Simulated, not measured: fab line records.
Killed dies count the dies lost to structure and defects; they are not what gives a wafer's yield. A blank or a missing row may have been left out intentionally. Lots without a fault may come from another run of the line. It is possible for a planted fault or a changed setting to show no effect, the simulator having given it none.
Split-lot study    flow berkeleyCmos170    5 lots, 23 wafers read, on a route of 331 steps

== ON THE SPLIT ==
At UCB170_M1_COAT_04 (resist thk 900 nm), the setting resistThkNm was moved away from the recipe's 900 nm on 9 of the 23 wafers read, by -5.5% to +5.3%. For the rest of the wafers, this setting stayed at what the recipe calls for.

== FROM THE SPLIT TO THE READING: what the file shows between them, 3 steps ==
- UCB170_M1_SOFTBAKE_05: time 60 s
- UCB170_M1_EXPOSE_06: exposes mask METAL1, target cd 700 nm
- UCB170_M1_ETCH_11: etches BARC in N2/H2

== THE READING ==
KrF_of_M1_COAT_04.thkNm (the simulator's own value, which no gauge read), in nm, at UCB170_M1_METAL_ETCH_12 (etches Al in Cl2/BCl3, stops on PSG, target depth 780 nm, time 130 s). No usual value for it is given in the file. Across the 14 wafers here that went through the recipe, the average is 434.8 nm and the standard deviation 7.3 nm.

wafer   tool, chamber at the split  resistThkNm as run, nm  against the recipe  KrF_of_M1_COAT_04.thkNm, nm  against lot-mates on the recipe
L078.1  lithoTrack-02, 0            900                     recipe              431.6                        -
L078.2  lithoTrack-02, 0            900                     recipe              423.6                        -
L078.4  lithoTrack-02, 0            850.7                   -5.5%               385.6                        -45.4
L078.5  lithoTrack-02, 0            850.7                   -5.5%               368.6                        -62.4
L078.6  lithoTrack-02, 0            900                     recipe              437.7                        -
L080.1  lithoTrack-01, 0            853.6                   -5.2%               376.6                        -58.8
L080.2  lithoTrack-01, 0            900                     recipe              434.6                        -
L080.4  lithoTrack-01, 0            900                     recipe              437.7                        -
L080.5  lithoTrack-01, 0            853.6                   -5.2%               376.6                        -58.8
L080.6  lithoTrack-01, 0            900                     recipe              434                          -
L082.1  lithoTrack-04, 0            900                     recipe              434.8                        -
L082.2  lithoTrack-04, 0            947.9                   +5.3%               467.9                        +34.3
L082.3  lithoTrack-04, 0            900                     recipe              422.4                        -
L082.4  lithoTrack-04, 0            900                     recipe              443.5                        -
L082.6  lithoTrack-04, 0            947.9                   +5.3%               469.2                        +35.6
L085.1  lithoTrack-04, 0            900                     recipe              441.4                        -
L085.3  lithoTrack-04, 0            900                     recipe              436.3                        -
L085.5  lithoTrack-04, 0            900                     recipe              437.6                        -
L083.1  lithoTrack-04, 0            900                     recipe              448.3                        -
L083.2  lithoTrack-04, 0            900                     recipe              423.8                        -
L083.3  lithoTrack-04, 0            928.5                   +3.2%               462                          +25.9
L083.4  lithoTrack-04, 0            928.5                   +3.2%               473.4                        +37.3
L083.5  lithoTrack-04, 0            928.5                   +3.2%               454.7                        +18.6

FIT RESULTS
A straight line over all 23 wafers: KrF_of_M1_COAT_04.thkNm changes by +9.3 nm for each +1% of resistThkNm; r = +0.96; the points scatter about the line by 8.9 nm.
The same after taking each lot's own level away (the mean of its wafers on the recipe; 23 wafers): +9.13 nm for each +1%; r = +0.96; scatter 8.4 nm.
Per that fit: largest resistThkNm move, reading shift of 50 nm.
From 430.97 to 438.43 nm: that is the span of the lots' own levels, equal to 1.0 times the standard deviation above.
Consequently the slope shifts little with the lot-to-lot level, the two slopes agreeing.
Check: with one of the wafers moved furthest among these (-5.5%) left out of the fit, the line predicts -54.5 nm for it against its lot-mates. Against them it came out at -45.4 nm.

== THE WHOLE CHAIN: every reading that the file lists as answering this split, in the file's order ==
step                     what it does                                                          reading                                                                   change (the file's fit)               r (the file's)
UCB170_M1_COAT_04        resist thk 900 nm                                                     KrF_of_M1_COAT_04.thkNm (the simulator's own value, which no gauge read)  +8.91 nm for each +1% of the setting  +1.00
UCB170_M1_METAL_ETCH_12  etches Al in Cl2/BCl3, stops on PSG, target depth 780 nm, time 130 s  KrF_of_M1_COAT_04.thkNm (the simulator's own value, which no gauge read)  +9.17 nm for each +1% of the setting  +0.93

== FILE'S OWN FIT ==
KrF_of_M1_COAT_04.thkNm changes by +9.17 nm for each +1% of resistThkNm, r = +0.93.
